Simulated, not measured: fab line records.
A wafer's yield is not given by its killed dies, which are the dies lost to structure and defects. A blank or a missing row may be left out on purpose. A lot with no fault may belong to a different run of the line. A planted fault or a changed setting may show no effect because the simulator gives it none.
fab line records	flow ritCmos
record: lots: 6	wafers: 18	lastDay: 7
route steps=202 shown CONTACT@180 M1@184
lots that met no fault: from a run of the same line without faults
startH: hours from the record's first day to the start of the lot's first wafer shown	waitH: hours from the lot's prior step to this one	" unchanged from the row above	L1.1+2: one row covering several wafers at once	- no value, or no start given	* or withheld: withheld	< > ~ a bound
route shown NAME@n: NAME is a module with steps in the file, n the number in the route of the first one	usual: mean/standard deviation taken from wafers without a fault	same: alike in all rows	chamber/n: place in a boat	sites: each site's reading	_std_site: how widely they spread, as a standard deviation	_edge_site: outer sites' mean less inner sites'	radiusMm: how far each site lies from the wafer's centre	mask NAME#n: copy n	behind: the most recent tool/chamber to have shaped the wafer	hold: cause of the lot's hold/its duration in hours/its outcome	device: which transistor (n, p or np) failed to switch	end of line: the tests these same wafers got at the end of their route	a step without rows: its recipe alone	killed: the dies lost at the first sort to structure and to defects; this is not the yield of the wafer	map: a wafer's dies, marking killed ones x, the rest . and places with no die _
set.NAME: the run value of the setting; set.NAME@STEP: its run value at that earlier step	model.NAME: the simulator's own value behind a step, which no gauge read
lots at some steps of the route; a table a step, a row a wafer
services: from which hour (startH, from the record's first day; less than 0 if before it) a tool's chamber was out of use, for how many hours, and why
== steps ==
step: RIT_CONTACT_STRIP_12
recipe: chemistry: O2	timeS: 180	resist: NOVOLAK	platenTempC: withheld	powerW: 500	pressureMtorr: 4000	o2FlowSccm: 4000
usual: drypumpMotorCurrentA: 5.6/0.57
lot.wafer	tool	chamber	startH	waitH	drypumpMotorCurrentA	rfHoursCounterH
L976.3	plasmaAsher-04	0	63.62	0.2	5.0	-
L976.4	"	1	"	"	6.3	-
L976.6	"	1	"	"	6.3	-
L977.2	plasmaAsher-02	0	67.15	0.1	5.7	29
L977.5	"	1	"	"	4.7	-
L977.6	"	0	"	"	5.7	-
L982.3	plasmaAsher-03	0	93.37	0.2	5.9	-
L982.4	"	1	"	"	6.0	-
L982.6	"	1	"	"	6.0	-
L984.2	plasmaAsher-04	0	104.78	0.1	5.0	46
L984.4	"	1	"	"	6.3	-
L984.5	"	1	"	"	6.3	-
L990.2	plasmaAsher-02	1	133.75	0.1	4.7	36
L990.4	"	1	"	"	4.7	-
L990.5	"	1	"	"	4.7	-
L994.1	plasmaAsher-04	1	152.46	0.1	6.3	52
L994.2	"	0	"	"	5.0	52
L994.3	"	1	"	"	6.2	-
step: RIT_CONTACT_CD_MEAS_90
recipe: targetCdNm: 1000
usual: cdNm: 1000.0/2.3
lot.wafer	tool	chamber	startH	waitH	cdNm
L976.3	cdSem-01	-	63.78	0.1	995.5
L976.4	"	-	"	"	997.2
L976.6	"	-	"	"	993.7
L977.2	cdSem-02	-	67.35	0.1	997.4
L977.5	"	-	"	"	998.2
L977.6	"	-	"	"	1000.3
L982.3	cdSem-02	-	93.53	0.1	999.9
L982.4	"	-	"	"	1000.2
L982.6	"	-	"	"	1000.5
L984.2	cdSem-02	-	104.97	0.1	1000.1
L984.4	"	-	"	"	1001.9
L984.5	"	-	"	"	1003.3
L990.2	cdSem-01	-	133.94	0.1	999.8
L990.4	"	-	"	"	1002.2
L990.5	"	-	"	"	1000.1
L994.1	cdSem-01	-	152.63	0.1	1000.7
L994.2	"	-	"	"	1000.3
L994.3	"	-	"	"	998.2
step: RIT_CONTACT_CLEAN_13
recipe: chemistry: SC1	mix: 3:3:50	timeS: 600	tempC: 75
step: RIT_CONTACT_CLEAN_14
recipe: chemistry: SC2	mix: 3:3:50	timeS: 600	tempC: 75	dry: n2Spin
step: RIT_M1_SPUTTER_00
recipe: material: Al	targetThkNm: 400	powerW: 2000	chamberPressurePa: 0.4	gas: Ar	timeS: 500	substrateTempC: 25
usual: throttleValvePct: 30.1/0.65
lot.wafer	tool	chamber	startH	waitH	throttleValvePct
L976.3	pvdSputter-04	-	64.24	0.0	30.8
L976.4	"	-	"	"	29.6
L976.6	"	-	"	"	29.8
L977.2	pvdSputter-02	-	67.81	0.0	29.9
L977.5	"	-	"	"	30.0
L977.6	"	-	"	"	30.1
L982.3	pvdSputter-04	-	93.96	0.0	31.6
L982.4	"	-	"	"	29.6
L982.6	"	-	"	"	31.1
L984.2	pvdSputter-04	-	105.46	0.0	31.2
L984.4	"	-	"	"	30.1
L984.5	"	-	"	"	30.0
L990.2	pvdSputter-04	-	134.39	0.0	30.1
L990.4	"	-	"	"	31.4
L990.5	"	-	"	"	29.9
L994.1	pvdSputter-04	-	153.10	0.0	30.0
L994.2	"	-	"	"	30.9
L994.3	"	-	"	"	30.9
step: RIT_M1_RS_MEAS_01
recipe: thkMeasGauge: four-point-probe	reads: Al_of_M1_SPUTTER_00
usual: M1_AL_RS: 0.0733/0.00061
lot.wafer	tool	chamber	startH	waitH	M1_AL_RS[ohm/sq]
L976.3	filmMetro-04	-	64.57	0.2	0.0729
L976.4	"	-	"	"	0.0736
L976.6	"	-	"	"	0.0731
L977.2	filmMetro-04	-	68.13	0.2	0.0731
L977.5	"	-	"	"	0.0734
L977.6	"	-	"	"	0.0737
L982.3	filmMetro-03	-	94.29	0.2	0.0731
L982.4	"	-	"	"	0.0739
L982.6	"	-	"	"	0.0736
L984.2	filmMetro-03	-	105.77	0.2	0.0737
L984.4	"	-	"	"	0.0732
L984.5	"	-	"	"	0.0736
L990.2	filmMetro-04	-	134.71	0.2	0.0733
L990.4	"	-	"	"	0.0727
L990.5	"	-	"	"	0.0731
L994.1	filmMetro-04	-	153.40	0.1	0.0727
L994.2	"	-	"	"	0.0726
L994.3	"	-	"	"	0.0727
step: RIT_M1_THK_MEAS_02
recipe: thkMeasGauge: xrf	reads: Al_of_M1_SPUTTER_00
usual: M1_AL_THK: 397/4
lot.wafer	tool	chamber	startH	waitH	M1_AL_THK[nm]
L976.3	filmMetro-04	-	64.67	0.1	398
L976.4	"	-	"	"	397
L976.6	"	-	"	"	397
L977.2	filmMetro-04	-	68.24	0.1	399
L977.5	"	-	"	"	394
L977.6	"	-	"	"	394
L982.3	filmMetro-03	-	94.39	0.1	393
L982.4	"	-	"	"	391
L982.6	"	-	"	"	392
L984.2	filmMetro-03	-	105.88	0.1	392
L984.4	"	-	"	"	394
L984.5	"	-	"	"	393
L990.2	filmMetro-04	-	134.82	0.1	398
L990.4	"	-	"	"	403
L990.5	"	-	"	"	401
L994.1	filmMetro-04	-	153.52	0.1	398
L994.2	"	-	"	"	402
L994.3	"	-	"	"	402
step: RIT_M1_HMDS_03
recipe: primeTimeS: 60	primeTempC: 140
step: RIT_M1_COAT_04
recipe: resist: NOVOLAK	spinRpm: 2000	resistThkNm: 1300
step: RIT_M1_SOFTBAKE_05
recipe: resist: NOVOLAK	tempC: 90	timeS: 60
step: RIT_M1_EXPOSE_06
recipe: maskId: M12	na: 0.6	sourceShape: conventional	sigmaOuter: 0.5	targetCdNm: 2600	doseMj: 250
step: RIT_M1_PEB_07
recipe: resist: NOVOLAK	tempC: withheld	timeS: withheld
step: RIT_M1_DEVELOP_08
recipe: resist: NOVOLAK	developTimeS: 68.94	devTempC: 23
usual: developerTempC: 22.99/0.1
lot.wafer	tool	chamber	startH	waitH	developerTempC
L976.3	lithoTrack-02	0	65	-	23.03
L976.4	"	0	"	"	22.86
L976.6	"	0	"	"	22.95
L977.2	lithoTrack-04	0	69	-	23.03
L977.5	"	0	"	"	22.77
L977.6	"	0	"	"	22.93
L982.3	lithoTrack-04	0	95	-	22.16
L982.4	"	0	"	"	22.15
L982.6	"	0	"	"	22.06
L984.2	lithoTrack-04	0	106	-	22.27
L984.4	"	0	"	"	22.42
L984.5	"	0	"	"	22.25
L990.2	lithoTrack-02	0	135	-	23.07
L990.4	"	0	"	"	23.06
L990.5	"	0	"	"	22.99
L994.1	lithoTrack-02	0	154	-	23.00
L994.2	"	0	"	"	22.93
L994.3	"	0	"	"	23.04
step: RIT_M1_CD_MEAS_09
recipe: targetCdNm: 2600
usual: cdNm: 2600.4/2.4
lot.wafer	tool	chamber	startH	waitH	cdNm
L976.3	cdSem-02	-	65.71	-	2601.0
L976.4	"	-	"	"	2601.4
L976.6	"	-	"	"	2600.6
L977.2	cdSem-02	-	69.37	-	2603.2
L977.5	"	-	"	"	2601.5
L977.6	"	-	"	"	2599.5
L982.3	cdSem-01	-	95.48	-	2592.4
L982.4	"	-	"	"	2596.2
L982.6	"	-	"	"	2594.3
L984.2	cdSem-01	-	106.96	-	2599.9
L984.4	"	-	"	"	2598.5
L984.5	"	-	"	"	2599.8
L990.2	cdSem-01	-	135.78	-	2597.9
L990.4	"	-	"	"	2596.7
L990.5	"	-	"	"	2598.5
L994.1	cdSem-02	-	154.58	-	2605.7
L994.2	"	-	"	"	2604.5
L994.3	"	-	"	"	2605.6
step: RIT_M1_PROBE_99
usual: defectLimitedYield: 97.4/1.2	killed_at_M0_to_M3: 0.0/0.12	killedAtContacts: 0.1/0.24	killedAtFrontEnd: 7/3.1	killedDies: 7/3.1	killedOpen: 3.6/2.1	killedShort: 3.2/2	sort_bin_3_pad_short: 0.1/0.2	sort_bin_5_function: 1.4/0.8	sort_bin_6_memory: 1.0/0.72	sortNPass: 257/3.1	sortYieldPct: 97.4/1.2
same: grossDies: 264	killed_at_M4_up: 0	killedAtBackSide: 0	killedAtOther: 0
lot.wafer	tool	chamber	startH	waitH	defectLimitedYield[%]	killed_at_M0_to_M3	killedAtContacts	killedAtFrontEnd	killedDies	killedOpen	killedShort	sort_bin_3_pad_short[%]	sort_bin_5_function[%]	sort_bin_6_memory[%]	sortNPass	sortYieldPct[%]
L976.3	prober-02	-	69.46	0.2	96.6	1	0	8	9	3	6	0.4	1.9	1.1	255	96.6
L976.4	prober-02	-	69.51	0.2	96.6	0	0	9	9	6	3	0	1.5	1.9	255	96.6
L976.6	prober-02	-	69.61	0.2	95.8	0	0	11	11	4	7	0.4	1.9	1.9	253	95.8
L977.2	prober-01	-	72.08	0.1	97.0	0	1	7	8	6	2	0.8	1.1	1.1	256	97.0
L977.5	prober-01	-	72.23	0.2	96.2	0	0	10	10	7	3	0	1.1	2.7	254	96.2
L977.6	prober-01	-	72.28	0.2	97.0	0	0	8	8	2	6	0	2.7	0.4	256	97.0
L982.3	prober-02	-	98.20	0.2	99.2	0	0	2	2	1	1	0.4	0.4	0	262	99.2
L982.4	prober-02	-	98.25	0.2	100.0	0	0	0	0	0	0	0	0	0	264	100.0
L982.6	prober-02	-	98.35	0.2	98.9	0	0	3	3	1	2	0	0.4	0.8	261	98.9
L984.2	prober-02	-	110.17	0.1	97.7	0	1	5	6	2	4	0.4	0.8	1.1	258	97.7
L984.4	prober-02	-	110.27	0.2	97.3	0	0	7	7	5	2	0	0.8	1.9	257	97.3
L984.5	prober-02	-	110.32	0.2	97.0	0	0	8	8	5	3	0	1.5	1.5	256	97.0
L990.2	prober-02	-	138.47	0.1	98.1	0	0	5	5	4	1	0	1.1	0.8	259	98.1
L990.4	prober-02	-	138.57	0.2	98.1	0	0	5	5	1	4	0.4	0.8	0.8	259	98.1
L990.5	prober-02	-	138.62	0.2	97.3	0	0	7	7	3	4	0.8	1.9	0	257	97.3
L994.1	prober-02	-	157.48	0.1	98.1	0	0	5	5	3	2	0	0.4	1.5	259	98.1
L994.2	prober-02	-	157.53	0.1	97.7	0	0	6	6	2	4	0	1.1	1.1	258	97.7
L994.3	prober-02	-	157.58	0.2	95.5	0	0	12	12	6	6	0	2.3	2.3	252	95.5
killed by level:class
L976.3 GATE:geometricParticle:short=2 GATE:geometricParticle:open=2 REOX:geometricParticle:short=1 SPACER:geometricParticle:short=1 SILICIDE:geometricParticle:short=1 SILICIDE:geometricParticle:open=1 M1:geometricParticle:short=1
L976.4 SPACER:geometricParticle:short=3 SILICIDE:geometricParticle:open=3 FOX2:geometricParticle:open=2 GATE:geometricParticle:open=1
L976.6 GATE:geometricParticle:short=4 GATE:geometricParticle:open=4 FOX1:geometricParticle:short=1 FOX2:geometricParticle:short=1 SILICIDE:geometricParticle:short=1
L977.2 FOX1:geometricParticle:open=2 GATE:geometricParticle:open=2 REOX:geometricParticle:open=1 REOX:geometricParticle:short=1 SPACER:geometricParticle:open=1 CONTACT:geometricParticle:short=1
L977.5 FOX1:geometricParticle:open=3 GATE:geometricParticle:open=3 FOX1:geometricParticle:short=2 REOX:geometricParticle:short=1 SPACER:geometricParticle:open=1
L977.6 FOX1:geometricParticle:short=2 GATE:geometricParticle:short=2 FOX1:geometricParticle:open=1 SPACER:geometricParticle:short=1 SPACER:geometricParticle:open=1 SILICIDE:geometricParticle:short=1
L982.3 GATE:geometricParticle:short=1 SILICIDE:geometricParticle:open=1
L982.6 GATE:geometricParticle:short=1 REOX:geometricParticle:short=1 SPACER:geometricParticle:open=1
L984.2 GATE:geometricParticle:short=2 SPACER:geometricParticle:short=2 GATE:geometricParticle:open=1 CONTACT:geometricParticle:open=1
L984.4 GATE:geometricParticle:open=3 FOX2:geometricParticle:short=1 SPACER:geometricParticle:open=1 SPACER:geometricParticle:short=1 SILICIDE:geometricParticle:open=1
L984.5 GATE:geometricParticle:short=2 GATE:geometricParticle:open=2 SILICIDE:geometricParticle:open=2 FOX2:geometricParticle:open=1 SILICIDE:geometricParticle:short=1
L990.2 FOX1:geometricParticle:open=1 GATE:geometricParticle:open=1 REOX:geometricParticle:open=1 REOX:geometricParticle:short=1 SILICIDE:geometricParticle:open=1
L990.4 FOX1:geometricParticle:short=1 GATE:geometricParticle:short=1 REOX:geometricParticle:short=1 SILICIDE:geometricParticle:short=1 SILICIDE:geometricParticle:open=1
L990.5 GATE:geometricParticle:short=4 GATE:geometricParticle:open=1 REOX:geometricParticle:open=1 SPACER:geometricParticle:open=1
L994.1 GATE:geometricParticle:open=2 GATE:geometricParticle:short=1 REOX:geometricParticle:short=1 SILICIDE:geometricParticle:open=1
L994.2 FOX2:geometricParticle:short=2 FOX2:geometricParticle:open=1 GATE:geometricParticle:open=1 REOX:geometricParticle:short=1 SPACER:geometricParticle:short=1
L994.3 FOX1:geometricParticle:open=3 REOX:geometricParticle:short=3 GATE:geometricParticle:open=2 FOX1:geometricParticle:short=1 REOX:geometricParticle:open=1 SPACER:geometricParticle:short=1 SILICIDE:geometricParticle:short=1
== services ==
tool	chamber	startH	hours	kind
plasmaAsher-03	-	45.88	4.0	pm
pvdSputter-04	-	46.02	2.9	repair
pvdSputter-02	-	60.27	3.0	repair
plasmaAsher-03	-	108.71	1.9	repair
plasmaAsher-03	-	130.36	2.8	pm
== key ==
firstSign: step: RIT_M1_DEVELOP_08	reading: developerTempC	direction: down	sigmas: 7.5	usual: *	struck: *
effect none on later readings
metAt RIT_M1_DEVELOP_08
struckWafers L982.3,L982.4,L982.6,L984.2,L984.4,L984.5
loopTrim: step: RIT_M1_EXPOSE_06	setting: dose	lots: L984
onsetBetween 69 95
fault: kind: processParameterDrift	tool: lithoTrack-04	chamber: -	onsetH: 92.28	steps: RIT_M1_DEVELOP_08	channel: devTempC	offset: *	shape: step	endH: 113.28	actsIn: *	stated: *
loopTrim: a control loop set the setting to another value than it would have without faults
